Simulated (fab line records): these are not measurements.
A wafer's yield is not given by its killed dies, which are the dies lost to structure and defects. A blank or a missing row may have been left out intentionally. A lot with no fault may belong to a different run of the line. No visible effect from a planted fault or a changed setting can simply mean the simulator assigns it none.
Split-lot experiment || flow berkeley_cmos170 || 5 lots, 23 wafers read, on a route of 331 steps

## ON THE SPLIT
At UCB170_M3_SPUTTER_01 (material Al, target thk 900 nm, time 120 s), the setting time_s was moved away from the recipe's 120 s on 9 of the 23 wafers read, by -13.4% to -11.0%. This setting was run at the recipe's value on the other wafers.

## FROM THE SPLIT TO THE READING: what the file shows between them, 6 steps
- UCB170_M3_RS_MEAS_02: measures by four-point-probe
- UCB170_M3_THK_MEAS_03: measures by xrf
- UCB170_M3_COAT_10: resist thk 900 nm (also split here: resist_thk_nm)
- UCB170_M3_SOFTBAKE_11: time 60 s
- UCB170_M3_EXPOSE_12: exposes mask METAL3, target cd 700 nm
- UCB170_M3_ETCH_17: etches BARC in N2/H2

## THE READING
oes_product_au, in a.u., at UCB170_M3_METAL_ETCH_18 (etches Al in Cl2/BCl3, stops on SiO2, target depth 1170 nm, time 195 s). On this fab line, fault-free wafers typically give 0.854 a.u. with a standard deviation of 0.011 a.u.

{"wafer": "L077.1", "tool, chamber at the split": "pvd_sputter-03, -", "time_s as run, s": 106.4, "against the recipe": "-11.3%", "oes_product_au, a.u.": 0.805, "against lot-mates on the recipe": -0.054}
{"wafer": "L077.2", "tool, chamber at the split": "pvd_sputter-03, -", "time_s as run, s": 106.4, "against the recipe": "-11.3%", "oes_product_au, a.u.": 0.796, "against lot-mates on the recipe": -0.063}
{"wafer": "L077.3", "tool, chamber at the split": "pvd_sputter-03, -", "time_s as run, s": 120, "against the recipe": "recipe", "oes_product_au, a.u.": 0.864, "against lot-mates on the recipe": "-"}
{"wafer": "L077.4", "tool, chamber at the split": "pvd_sputter-03, -", "time_s as run, s": 120, "against the recipe": "recipe", "oes_product_au, a.u.": 0.841, "against lot-mates on the recipe": "-"}
{"wafer": "L077.6", "tool, chamber at the split": "pvd_sputter-03, -", "time_s as run, s": 120, "against the recipe": "recipe", "oes_product_au, a.u.": 0.871, "against lot-mates on the recipe": "-"}
{"wafer": "L080.1", "tool, chamber at the split": "pvd_sputter-03, -", "time_s as run, s": 120, "against the recipe": "recipe", "oes_product_au, a.u.": 0.854, "against lot-mates on the recipe": "-"}
{"wafer": "L080.2", "tool, chamber at the split": "pvd_sputter-03, -", "time_s as run, s": 120, "against the recipe": "recipe", "oes_product_au, a.u.": 0.853, "against lot-mates on the recipe": "-"}
{"wafer": "L080.6", "tool, chamber at the split": "pvd_sputter-03, -", "time_s as run, s": 120, "against the recipe": "recipe", "oes_product_au, a.u.": 0.851, "against lot-mates on the recipe": "-"}
{"wafer": "L082.1", "tool, chamber at the split": "pvd_sputter-01, -", "time_s as run, s": 104.7, "against the recipe": "-12.7%", "oes_product_au, a.u.": 0.788, "against lot-mates on the recipe": -0.067}
{"wafer": "L082.3", "tool, chamber at the split": "pvd_sputter-01, -", "time_s as run, s": 120, "against the recipe": "recipe", "oes_product_au, a.u.": 0.858, "against lot-mates on the recipe": "-"}
{"wafer": "L082.4", "tool, chamber at the split": "pvd_sputter-01, -", "time_s as run, s": 104.7, "against the recipe": "-12.7%", "oes_product_au, a.u.": 0.792, "against lot-mates on the recipe": -0.063}
{"wafer": "L082.5", "tool, chamber at the split": "pvd_sputter-01, -", "time_s as run, s": 120, "against the recipe": "recipe", "oes_product_au, a.u.": 0.844, "against lot-mates on the recipe": "-"}
{"wafer": "L082.6", "tool, chamber at the split": "pvd_sputter-01, -", "time_s as run, s": 120, "against the recipe": "recipe", "oes_product_au, a.u.": 0.863, "against lot-mates on the recipe": "-"}
{"wafer": "L085.1", "tool, chamber at the split": "pvd_sputter-02, -", "time_s as run, s": 106.8, "against the recipe": "-11.0%", "oes_product_au, a.u.": 0.789, "against lot-mates on the recipe": -0.084}
{"wafer": "L085.2", "tool, chamber at the split": "pvd_sputter-02, -", "time_s as run, s": 120, "against the recipe": "recipe", "oes_product_au, a.u.": 0.879, "against lot-mates on the recipe": "-"}
{"wafer": "L085.3", "tool, chamber at the split": "pvd_sputter-02, -", "time_s as run, s": 106.8, "against the recipe": "-11.0%", "oes_product_au, a.u.": 0.816, "against lot-mates on the recipe": -0.057}
{"wafer": "L085.4", "tool, chamber at the split": "pvd_sputter-02, -", "time_s as run, s": 120, "against the recipe": "recipe", "oes_product_au, a.u.": 0.864, "against lot-mates on the recipe": "-"}
{"wafer": "L085.6", "tool, chamber at the split": "pvd_sputter-02, -", "time_s as run, s": 120, "against the recipe": "recipe", "oes_product_au, a.u.": 0.877, "against lot-mates on the recipe": "-"}
{"wafer": "L084.1", "tool, chamber at the split": "pvd_sputter-02, -", "time_s as run, s": 103.9, "against the recipe": "-13.4%", "oes_product_au, a.u.": 0.790, "against lot-mates on the recipe": -0.058}
{"wafer": "L084.2", "tool, chamber at the split": "pvd_sputter-02, -", "time_s as run, s": 103.9, "against the recipe": "-13.4%", "oes_product_au, a.u.": 0.769, "against lot-mates on the recipe": -0.080}
{"wafer": "L084.4", "tool, chamber at the split": "pvd_sputter-02, -", "time_s as run, s": 120, "against the recipe": "recipe", "oes_product_au, a.u.": 0.858, "against lot-mates on the recipe": "-"}
{"wafer": "L084.5", "tool, chamber at the split": "pvd_sputter-02, -", "time_s as run, s": 103.9, "against the recipe": "-13.4%", "oes_product_au, a.u.": 0.787, "against lot-mates on the recipe": -0.061}
{"wafer": "L084.6", "tool, chamber at the split": "pvd_sputter-02, -", "time_s as run, s": 120, "against the recipe": "recipe", "oes_product_au, a.u.": 0.839, "against lot-mates on the recipe": "-"}

THE FIT
A straight line over all 23 wafers: oes_product_au changes by +0.0054 a.u. for each +1% of time_s; r = +0.95; the points scatter about the line by 0.011 a.u.
The same after taking each lot's own level away (the mean of its wafers on the recipe; 23 wafers): +0.00526 a.u. for each +1%; r = +0.96; scatter 0.0099 a.u.
According to that fit, moving time_s by its largest amount changes the reading by 0.071 a.u.
The lots' own levels span 0.8485 to 0.8733 a.u., that is 2.3 times the standard deviation above.
So the lot-to-lot level changes the slope little: the two slopes agree.
Check: with one of the wafers moved furthest among these (-13.4%) left out of the fit, the line predicts -0.0728 a.u. for it against its lot-mates. It came out at -0.0585 a.u. against them.

## FURTHER SPLITS ON THESE WAFERS
These wafers also went through other splits before the reading. Each is held against what the fit with the lots' levels taken away leaves over:
{"other split on the same wafers": "UCB170_V1_EXPOSE_09 dose_mj", "wafers away from the commonest value": 9, "r with oes_product_au (lot level and that fit taken away)": "+0.01"}
{"other split on the same wafers": "UCB170_M2_COAT_05 resist_thk_nm", "wafers away from the commonest value": 10, "r with oes_product_au (lot level and that fit taken away)": "+0.44"}
{"other split on the same wafers": "UCB170_M2_PEB_13 peb_temp_c", "wafers away from the commonest value": 11, "r with oes_product_au (lot level and that fit taken away)": "+0.02"}
{"other split on the same wafers": "UCB170_M3_COAT_10 resist_thk_nm", "wafers away from the commonest value": 10, "r with oes_product_au (lot level and that fit taken away)": "+0.06"}

## THE WHOLE CHAIN: every reading that the file lists as answering this split, in the file's order
{"step": "UCB170_M3_SPUTTER_01", "what it does": "material Al, target thk 900 nm, time 120 s", "reading": "Al_of_M3_SPUTTER_01.thk_nm (the simulator's own value, which no gauge read)", "change (the file's fit)": "+9.01 nm for each +1% of the setting", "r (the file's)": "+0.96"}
{"step": "UCB170_M3_RS_MEAS_02", "what it does": "measures by four-point-probe", "reading": "M3_AL_RS", "change (the file's fit)": "-0.000375 for each +1% of the setting", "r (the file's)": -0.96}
{"step": "UCB170_M3_THK_MEAS_03", "what it does": "measures by xrf", "reading": "M3_AL_THK", "change (the file's fit)": "+9.17 for each +1% of the setting", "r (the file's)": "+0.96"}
{"step": "UCB170_M3_METAL_ETCH_18", "what it does": "etches Al in Cl2/BCl3, stops on SiO2, target depth 1170 nm, time 195 s", "reading": "oes_product_au", "change (the file's fit)": "+0.00535 a.u. for each +1% of the setting", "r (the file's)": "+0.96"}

## FILE'S OWN FIT
oes_product_au changes by +0.00535 a.u. for each +1% of time_s, r = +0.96.
